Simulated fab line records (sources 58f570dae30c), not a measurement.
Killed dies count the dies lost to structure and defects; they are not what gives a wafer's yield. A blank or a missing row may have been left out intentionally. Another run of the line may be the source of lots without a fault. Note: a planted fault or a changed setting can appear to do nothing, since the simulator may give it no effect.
Matching of chambers + flow berkeley-cmos170 + 4 sister chambers for UCB170_NWELL_ETCH_13 on rie-diel-01
The step etches Si3N4 in CH3F/Ar/O2, stops on SiO2, target depth 246.4 nm, time 154 s. 4 wafers are shown with their chamber, then 7 later ones without.

## WAFERS PAIRED WITH THEIR CHAMBERS
| wafer  | chamber | throttle-valve-pct (%) |
|--------|---------|------------------------|
| L342.4 | 3       | 8.26                   |
| L342.6 | 2       | 8.01                   |
| L347.1 | 0       | 7.94                   |
| L347.4 | 1       | 8.16                   |

## WAFERS WITHOUT THEIR CHAMBER
| wafer  | throttle-valve-pct (%) |
|--------|------------------------|
| L347.5 | 8.23                   |
| L350.2 | 8.26                   |
| L350.5 | 8.03                   |
| L350.6 | 8.16                   |
| L353.1 | 8.17                   |
| L353.2 | 8.01                   |
| L353.4 | 8.25                   |

## EACH ONE'S CHAMBER
| wafer  | from the rows above | in truth |
|--------|---------------------|----------|
| L347.5 | 3                   | 3        |
| L350.2 | 3                   | 3        |
| L350.5 | 2                   | 2        |
| L350.6 | 1                   | 1        |
| L353.1 | 1                   | 1        |
| L353.2 | 2                   | 2        |
| L353.4 | 3                   | 3        |
Placed correctly: 7 of 7. From these rows, 0 cannot be placed. 0 placed wrongly.
How it was worked out, from the rows above alone: a wafer's distance from a chamber is the root of the sum, over the readings, of the square of ((its reading less the chamber's mean) divided by the reading's scatter). The wafer belongs to the nearest chamber; if the next one is less than 2 further off, it can't be placed. For every chamber, the mean is computed from those of its wafers that are shown. The scatter (one wafer shown for each chamber): square how far every hidden wafer sits from the nearest shown wafer, average those squares and take the square root.
